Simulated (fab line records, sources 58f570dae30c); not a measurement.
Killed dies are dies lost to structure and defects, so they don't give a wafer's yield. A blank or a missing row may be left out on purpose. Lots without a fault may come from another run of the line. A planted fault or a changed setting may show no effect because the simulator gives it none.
Problem report in the 8D (eight disciplines) form, filled by code | flow berkeley_cmos170 | the parts of the form that need people (team, actions taken, sign-off) are left out

1. THE PROBLEM
developer_temp_C at UCB170_PWELL_DEVELOP_12 reads a mean of 21.79 C on 6 wafers of 2 lots; wafers without a fault read 21.02 C with a standard deviation of 0.1. That is +7.7 standard deviations from the usual mean.
The step: develop time 45 s.
First seen on wafer L528.1, day 5 09:00, on litho_track-01. The record holds 42 wafers of 14 lots with a number at this step. Rule for "out", or "out of limits": more than 4 standard deviations from the usual mean. The other wafers with a number count as sound.

2. WHAT IT IS AND WHAT IT IS NOT
question                    | is                     | is not
which readings at this step | developer_temp_C       | -
which lots                  | L528, L530             | L517, L518, L519, L520, L521, L522, L527, L532, L534, L535, L537, L538
which wafers of those lots  | all that have a number | -
read on which tools         | litho_track-01         | litho_track-02, litho_track-04
when                        | from day 5 09:00       | up to then (21 sound wafers); but 15 sound wafers of L532, L534, L535, L537, L538 came after

3. SUSPECTS, AND WHAT RULES EACH OUT
Counting: a tool at a process step up to the reading stays a suspect if it ran every lot that is out and no sound lot after the first of them.
- rie_diel-03 at UCB170_NWELL_ETCH_13 (etches Si3N4 in CH3F/Ar/O2, stops on SiO2, target depth 246.4 nm, time 154 s): ruled out as a lasting fault. Sound lots L537 ran on it after its first lot that is out, L528 (day 4 13:52).
- litho_track-01 at UCB170_PWELL_DEVELOP_12 (develop time 45 s): kept. It ran every lot that is out, first L528 (day 5 09:00), and no sound lot after that; its last sound lot up to then is L522 (day 3 18:00). Its own readings are out on those wafers: developer_temp_C.
Left after counting: litho_track-01 at UCB170_PWELL_DEVELOP_12.

4. THE CAUSE (what the simulator had put in)
Process parameter drift: litho_track-01, from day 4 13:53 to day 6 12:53, at UCB170_PWELL_DEVELOP_12. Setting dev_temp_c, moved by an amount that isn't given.
Counting left only this tool.

5. THE CHAIN OF EFFECTS, in route order
Each row: a reading whose mean over the struck wafers that have a number lies more than 3 standard deviations from the usual. Only readings for which the record gives a usual standard deviation are gone through. hours: the time from each lot's start at the first step in this table that gives one to its start at this step, as a median over the lots. sigmas: the change in usual standard deviations.
hours | step                    | reading          | usual   | on struck wafers | change | sigmas
0     | UCB170_PWELL_DEVELOP_12 | developer_temp_C | 21.02 C | 21.79            | +0.77  | +7.7
The process steps in it:
- UCB170_PWELL_DEVELOP_12: develop time 45 s.
Later measuring or inspecting steps at which every struck wafer that the step has a row for has a number for every such reading, and none has moved that far: UCB170_GATE_THK_MEAS_05.

6. WHAT WOULD HAVE CAUGHT IT SOONER
In this record the first reading out of limits was taken at day 5 09:00, 19 hours after the fault began at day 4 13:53.
